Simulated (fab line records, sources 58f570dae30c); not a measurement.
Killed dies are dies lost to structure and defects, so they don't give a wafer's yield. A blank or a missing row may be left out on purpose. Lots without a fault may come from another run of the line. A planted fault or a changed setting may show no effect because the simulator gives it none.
fab line records | flow berkeley_cmos170
record lots=13 wafers=39 last_day=11
route steps=331 shown NWELL@28
lots that met no fault: from a run of the same line without faults
start_h: hours from the record's first day to the start of the lot's first wafer shown | wait_h: hours since the lot's step before | " the same as in the row above | L1.1+2: a row that stands for several wafers | - no value, or no start given | * or withheld: withheld | < > ~ a bound
route shown NAME@n: a module of which the file shows steps, and the number in the route of the first | usual: mean/standard deviation of fault-free wafers | same: alike in all rows | chamber/n: place in a boat | sites: the reading at each site | _std_site: their standard deviation | _edge_site: outer sites' mean less inner sites' | radius_mm: how far each site lies from the wafer's centre | mask NAME#n: copy n | behind: the tool/chamber that last shaped the wafer | hold: why the lot was held/for how many hours/how that ended | device: the transistor (n, p or np) that didn't switch | end of line: the same wafers' tests at the end of the route | a step without rows: its recipe alone | killed: dies lost to structure and defects at the first sort, not the wafer's yield | map: a wafer's dies, x killed, . not, _ none there
set.NAME: the setting as run; set.NAME@STEP: as run at that earlier step | model.NAME: the simulator's own value behind a step, which no gauge read
steps of the route over a sample of lots; a table a step, a row a wafer
services: from which hour (start_h, from the record's first day; less than 0 if before it) a tool's chamber was out of use, for how many hours, and why
## steps
# step UCB170_NWELL_IMPLANT_14
# recipe species=P dose_cm2=1e+13 energy_kev=150 tilt_deg=7
# usual dose_ions_cm2=9.997e+12/1e+10 faraday_current_uA=31.8/0.59
# columns lot.wafer tool chamber start_h wait_h dose_ions_cm2 faraday_current_uA
L607.3 implanter-01 0 28.69 0.1 9.991e+12 32.1
L607.4 " 0 " " 1.0012e+13 31.1
L607.5 " 0 " " 9.987e+12 31.7
L609.1 implanter-02 0 41.33 0.1 9.982e+12 32.4
L609.3 " 0 " " 1.0001e+13 31.6
L609.5 " 0 " " 9.982e+12 32.1
L612.1 implanter-01 0 57.46 0.1 9.996e+12 31.5
L612.3 " 0 " " 9.997e+12 31.5
L612.6 " 0 " " 1.0002e+13 32.6
L617.1 implanter-01 0 84.01 0.1 1.0873e+13 34.5
L617.2 " 0 " " 1.0855e+13 35.4
L617.5 " 0 " " 1.0848e+13 34.7
L619.1 implanter-03 0 92.74 0.1 9.972e+12 32.1
L619.4 " 0 " " 9.983e+12 31.0
L619.6 " 0 " " 9.991e+12 31.1
L618.1 implanter-01 0 93.01 0.1 1.0852e+13 35.7
L618.2 " 0 " " 1.0829e+13 33.2
L618.6 " 0 " " 1.0838e+13 34.6
L620.1 implanter-03 0 102.92 0.1 1.0001e+13 31.8
L620.2 " 0 " " 1.0009e+13 31.9
L620.3 " 0 " " 1.0006e+13 33.3
L621.1 implanter-02 0 103.10 0.1 1.0005e+13 32.1
L621.2 " 0 " " 1.0001e+13 31.2
L621.6 " 0 " " 1.0005e+13 31.7
L623.3 implanter-02 0 110.43 0.1 9.986e+12 31.4
L623.4 " 0 " " 9.984e+12 30.4
L623.5 " 0 " " 9.99e+12 32.7
L624.1 implanter-02 0 121.56 0.1 1.0019e+13 32.1
L624.2 " 0 " " 9.99e+12 31.6
L624.6 " 0 " " 1.0007e+13 31.4
L627.3 implanter-03 0 133.48 0.1 9.985e+12 31.5
L627.4 " 0 " " 9.991e+12 31.5
L627.5 " 0 " " 1e+13 32.0
L628.1 implanter-03 0 135.30 0.1 1.0003e+13 32.6
L628.3 " 0 " " 1e+13 31.3
L628.6 " 0 " " 1.0009e+13 32.3
L629.1 implanter-02 0 144.09 0.1 1.0007e+13 31.7
L629.2 " 0 " " 1.0011e+13 31.6
L629.5 " 0 " " 1.0004e+13 32.2
# step UCB170_NWELL_TW_MEAS_16
# usual NWELL_TW=1243/7.1
# columns lot.wafer tool chamber start_h wait_h NWELL_TW
L607.3 film_metro-01 - 28.91 0.1 1241
L607.4 " - " " 1250
L607.5 " - " " 1241
L609.1 film_metro-02 - 41.58 0.1 1241
L609.3 " - " " 1252
L609.5 " - " " 1248
L612.1 film_metro-01 - 57.71 0.1 1232
L612.3 " - " " 1236
L612.6 " - " " 1240
L617.1 film_metro-01 - 84.26 0.1 1278
L617.2 " - " " 1271
L617.5 " - " " 1272
L619.1 film_metro-02 - 92.99 0.1 1237
L619.4 " - " " 1241
L619.6 " - " " 1240
L618.1 film_metro-01 - 93.27 0.1 1263
L618.2 " - " " 1274
L618.6 " - " " 1270
L620.1 film_metro-01 - 103.17 0.1 1236
L620.2 " - " " 1238
L620.3 " - " " 1240
L621.1 film_metro-04 - 103.35 0.1 1254
L621.2 " - " " 1254
L621.6 " - " " 1253
L623.3 film_metro-04 - 110.65 0.1 1243
L623.4 " - " " 1252
L623.5 " - " " 1248
L624.1 film_metro-01 - 121.81 0.1 1232
L624.2 " - " " 1235
L624.6 " - " " 1238
L627.3 film_metro-01 - 133.72 0.1 1229
L627.4 " - " " 1234
L627.5 " - " " 1235
L628.1 film_metro-02 - 135.55 0.1 1239
L628.3 " - " " 1237
L628.6 " - " " 1239
L629.1 film_metro-02 - 144.34 0.1 1239
L629.2 " - " " 1242
L629.5 " - " " 1249
## services
# columns tool chamber start_h hours kind
implanter-01 - 52.09 4.3 pm
implanter-03 - 82.09 6.1 repair
implanter-03 - 108.02 15.2 repair
## key
first_sign step=UCB170_NWELL_IMPLANT_14 reading=dose_ions_cm2 direction=up sigmas=81 usual=9.997e+12 struck=1.0849e+13
effect step=UCB170_NWELL_IMPLANT_14 reading=faraday_current_uA direction=up sigmas=4.9 usual=31.8 struck=34.7
effect step=UCB170_NWELL_TW_MEAS_16 reading=NWELL_TW direction=up sigmas=4 usual=1243 struck=1271
met_at UCB170_NWELL_IMPLANT_14
struck_lots L617,L618
tester_left_out L617,L618
onset_between 57.46 84.01
fault kind=process_parameter_drift tool=implanter-01 chamber=- onset_h=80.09 steps=UCB170_NWELL_IMPLANT_14 channel=dose_cm2 offset=8.5413e+11 shape=step end_h=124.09 acts_in=these_recipes_only stated=1e+13
# tester_left_out: of these lots the tester's yield and bins aren't shown, on N5 and GAA mostly nor the transistor test; their killed dies are dies lost to structure and defects alone, not to doping, threshold or leakage, so they don't give the yield
